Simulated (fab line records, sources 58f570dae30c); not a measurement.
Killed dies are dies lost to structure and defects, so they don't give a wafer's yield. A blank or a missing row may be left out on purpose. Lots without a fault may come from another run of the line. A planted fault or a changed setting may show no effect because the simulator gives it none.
One fault seen from 2 desks | flow berkeley_cmos170 | each desk has only its own numbers; what lay behind them comes last

THE TOOL OWNER'S DESK: implanter-04
The tool's own readings at UCB170_NVT_IMPLANT_07: means of the sampled wafers that have a number, for each lot that ran on this tool. A lot is out of limits, marked OUT, if its mean lies more than 4 standard deviations from the usual mean; the brackets give that distance.
Columns: A = dose_ions_cm2 at UCB170_NVT_IMPLANT_07, usual 3e+12; B = faraday_current_uA at UCB170_NVT_IMPLANT_07, usual 9.52
lot  | first seen here | A                       | B
L831 | day 6 14:47     | 3e+12                   | 9.51
L838 | day 8 04:42     | 3e+12                   | 9.28
L842 | day 8 12:29     | 5e+12 (+99 or more) OUT | 17.17 (+40) OUT
L843 | day 9 15:05     | 5e+12 (+99 or more) OUT | 17.21 (+40) OUT
This desk's finding: out of limits on L842, L843; first on L842, day 8 12:29 (dose_ions_cm2 at UCB170_NVT_IMPLANT_07). In limits: L831, L838.

THE METROLOGY DESK
What the gauges read, lot by lot, whatever tool the lot ran on: means of the sampled wafers that have a number. A lot is out of limits, marked OUT, if its mean lies more than 4 standard deviations from the usual mean; the brackets give that distance.
Columns: A = NVT_TW at UCB170_NVT_TW_MEAS_09, usual 522
lot  | first seen here | A
L830 | day 6 14:55     | 525
L831 | day 6 15:02     | 520
L833 | day 6 15:12     | 518
L832 | day 6 15:19     | 519
L834 | day 7 09:38     | 529
L838 | day 8 04:56     | 527
L842 | day 8 12:44     | 621 (+22) OUT
L840 | day 8 13:13     | 516
L843 | day 9 15:20     | 637 (+25) OUT
L848 | day 10 17:13    | 521
L852 | day 11 05:04    | 523
L849 | day 11 05:21    | 519
L850 | day 11 05:37    | 522
L851 | day 11 05:38    | 516
This desk's finding: out of limits on L842, L843; first on L842, day 8 12:44 (NVT_TW at UCB170_NVT_TW_MEAS_09). In limits: L830, L831, L833, L832, L834, L838, L840, L848, L852, L849, L850, L851.

PUT TOGETHER
The tool owner's desk could have raised an alarm at day 8 12:29, on L842, L843.
The metrology desk could have raised an alarm at day 8 12:44, on L842, L843.
Of the lots named, all ran UCB170_NVT_IMPLANT_07 on implanter-04.

WHAT THE SIMULATOR HAD PUT IN
Process parameter drift: implanter-04, from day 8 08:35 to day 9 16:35, at UCB170_NVT_IMPLANT_07. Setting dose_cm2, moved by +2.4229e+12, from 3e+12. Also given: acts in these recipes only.
Lots struck among those shown: L842, L843.
Hours from the fault's start to each desk's first reading out of limits: the tool owner's desk, 4; the metrology desk, 4.
